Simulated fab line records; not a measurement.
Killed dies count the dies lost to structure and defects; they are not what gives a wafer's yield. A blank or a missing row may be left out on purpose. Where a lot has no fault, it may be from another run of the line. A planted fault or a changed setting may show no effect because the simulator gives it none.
Commonality check across tools | flow berkeley cmos170 | 14 lots and 42 wafers in the sample

## WHY IT WAS OPENED
UCB170_M3_RS_MEAS_02, reading M3_AL_RS: flagged on 2 of 14 lots. No-fault wafers: 0.0320 ohm/sq, standard deviation 0.00034.
Rule: flag the lot when none of its wafers has a number, or when each of its wafers that has one lies beyond 4 standard deviations from that mean. The other lots count as sound.

lot  | measured     | on            | M3_AL_RS (ohm/sq), wafer by wafer | flag
L664 | day 7 10:30  | film metro-01 | 0.0325 0.0327 0.0320              |
L666 | day 7 18:39  | film metro-03 | 0.0315 0.0317 0.0317              |
L665 | day 7 19:01  | film metro-04 | 0.0317 0.0319 0.0319              |
L668 | day 8 12:20  | film metro-03 | 0.0320 0.0319 0.0320              |
L670 | day 9 00:01  | film metro-04 | 0.0320 0.0322 0.0321              |
L671 | day 9 00:31  | film metro-03 | 0.0322 0.0320 0.0321              |
L672 | day 9 07:44  | film metro-01 | 0.0321 0.0323 0.0320              |
L673 | day 9 14:57  | film metro-01 | 0.0312 0.0312 0.0312              |
L677 | day 10 04:38 | film metro-04 | 0.0315 0.0318 0.0317              |
L676 | day 10 08:28 | film metro-04 | 0.0219 0.0221 0.0221              | FLAGGED
L679 | day 10 16:19 | film metro-01 | 0.0324 0.0321 0.0326              |
L678 | day 10 16:56 | film metro-04 | 0.0221 0.0218 0.0221              | FLAGGED
L683 | day 11 10:34 | film metro-03 | 0.0313 0.0314 0.0315              |
L686 | day 12 15:34 | film metro-03 | 0.0315 0.0315 0.0317              |
The numbers of the flagged lots are 0.0220 ohm/sq on average: -0.0100 ohm/sq against the usual, or -29 standard deviations.

## LOT BY LOT: THE TOOL USED
The record keeps 1 process step preceding the reading, out of 331 steps on the route. Read each cell as the tool, then ch plus the chambers that the sampled wafers visited, then the start.
lot  | flag    | UCB170_M3_SPUTTER_01
L664 |         | pvd sputter-03, day 7 10:25
L666 |         | pvd sputter-02, day 7 18:34
L665 |         | pvd sputter-03, day 7 18:55
L668 |         | pvd sputter-03, day 8 12:16
L670 |         | pvd sputter-02, day 8 23:55
L671 |         | pvd sputter-03, day 9 00:26
L672 |         | pvd sputter-03, day 9 07:38
L673 |         | pvd sputter-02, day 9 14:51
L677 |         | pvd sputter-02, day 10 04:32
L676 | FLAGGED | pvd sputter-03, day 10 08:23
L679 |         | pvd sputter-01, day 10 16:14
L678 | FLAGGED | pvd sputter-03, day 10 16:52
L683 |         | pvd sputter-02, day 11 10:29
L686 |         | pvd sputter-02, day 12 15:29
What is done by these steps:
- UCB170_M3_SPUTTER_01: material Al, target thk 900 nm, time 120 s.
- UCB170_M3_RS_MEAS_02: measures by four-point-probe.

## FLAGGED OVER TOTAL, TOOL BY TOOL (the gauges that took the reading come last)
step                 | tool           | lots run | flagged | share of the flagged lots | sound lots run after its first flagged lot
UCB170_M3_SPUTTER_01 | pvd sputter-01 | 1        | 0       | none                      | -
UCB170_M3_SPUTTER_01 | pvd sputter-02 | 6        | 0       | none                      | -
UCB170_M3_SPUTTER_01 | pvd sputter-03 | 7        | 2       | all                       | 0
UCB170_M3_RS_MEAS_02 | film metro-01  | 4        | 0       | none                      | -
UCB170_M3_RS_MEAS_02 | film metro-03  | 5        | 0       | none                      | -
UCB170_M3_RS_MEAS_02 | film metro-04  | 5        | 2       | all                       | 0

## WHAT THE TABLE PERMITS
pvd sputter-03 at UCB170_M3_SPUTTER_01 and film metro-04 at UCB170_M3_RS_MEAS_02 are the 2 rows of the table that ran each flagged lot.
- pvd sputter-03 at UCB170_M3_SPUTTER_01 ran 7 lots, 2 of them flagged. Its last sound lot is L672 (day 9 07:38), its first flagged lot L676 (day 10 08:23): a fault that began between those two fits.
- film metro-04 at UCB170_M3_RS_MEAS_02 ran 5 lots, 2 of them flagged. Its last sound lot is L677 (day 10 04:38), its first flagged lot L676 (day 10 08:28): a fault that began between those two fits.
A lot count leaves these 2 tools indistinguishable: every one of them fits a fault beginning at some hour. More lots, or a look at what each step does to the wafer, might.

## WHAT THE SIMULATOR HAD PUT IN
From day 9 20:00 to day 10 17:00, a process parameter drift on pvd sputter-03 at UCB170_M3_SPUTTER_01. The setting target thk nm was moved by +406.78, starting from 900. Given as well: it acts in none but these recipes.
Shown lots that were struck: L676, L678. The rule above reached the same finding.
